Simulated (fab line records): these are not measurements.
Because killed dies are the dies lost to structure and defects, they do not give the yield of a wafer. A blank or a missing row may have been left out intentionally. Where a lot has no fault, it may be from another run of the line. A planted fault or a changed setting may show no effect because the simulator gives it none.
8D (eight disciplines) problem report, filled in by code | flow rit cmos | the parts of the form that need people (team, actions taken, sign-off) are left out

1. THE ISSUE
At RIT_M1_SOFTBAKE_05, heater power total W averages 37.70 W over 9 wafers from 3 lots, while fault-free wafers read 34.57 W, standard deviation 0.051. That puts it +61 standard deviations away from the usual mean.
The step: time 60 s.
The first sign was on wafer L420.1 at day 5 09:25, on litho track-04. The record has a number at this step for 21 wafers belonging to 7 lots. By rule, "out" or "out of limits" means more than 4 standard deviations away from the usual mean. The rest of the wafers with a number are treated as sound.

2. WHAT IT IS; WHAT IT IS NOT
question                    | is                                 | is not
which readings at this step | heater power total W, plate temp C | -
which lots                  | L420, L421, L422                   | L411, L413, L427, L432
which wafers of those lots  | all that have a number             | -
read on which tools         | litho track-04                     | litho track-01
when                        | from day 5 09:25                   | up to then (6 sound wafers); but 6 sound wafers of L427, L432 came after

3. THE SUSPECTS, EACH WITH WHAT RULES IT OUT
Counting: a tool stays on the suspect list if, at a process step up to the reading, it processed all lots that are out and no sound lot following the first of them.
- litho track-04 at RIT_M1_SOFTBAKE_05 (time 60 s): kept. It ran every lot that is out, first L420 (day 5 09:25), and no sound lot after that; its last sound lot up to then is L411 (day 3 10:05). Its own readings are out on those wafers: heater power total W, plate temp C.
Left after counting: litho track-04 at RIT_M1_SOFTBAKE_05.

4. THE CAUSE (what the simulator had put in)
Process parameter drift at RIT_M1_SOFTBAKE_05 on litho track-04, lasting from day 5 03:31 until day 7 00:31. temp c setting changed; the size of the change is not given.
After counting, this tool was the only one left.

5. SEQUENCE OF EFFECTS, ordered by route
Each row: a reading where the mean over the struck wafers with a number is more than 3 standard deviations away from the usual. Only readings for which the record gives a usual standard deviation are gone through. hours: the time from each lot's start at the first step in this table that gives one to its start at this step, as a median over the lots. sigmas: the change in usual standard deviations.
hours | step               | reading              | usual   | on struck wafers | change | sigmas
0     | RIT_M1_SOFTBAKE_05 | heater power total W | 34.57 W | 37.70            | +3.13  | +61
0     | RIT_M1_SOFTBAKE_05 | plate temp C         | 90.01 C | 95.78            | +5.77  | +48
It contains these process steps:
- RIT_M1_SOFTBAKE_05: time 60 s.
At these later measuring or inspecting steps, every struck wafer for which the step has a row has a number for every such reading, and none has moved that far: RIT_M1_CD_MEAS_09.

6. WHAT WOULD HAVE CAUGHT IT SOONER
The fault began at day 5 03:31; the first out-of-limits reading in this record came at day 5 09:25, 6 hours later.
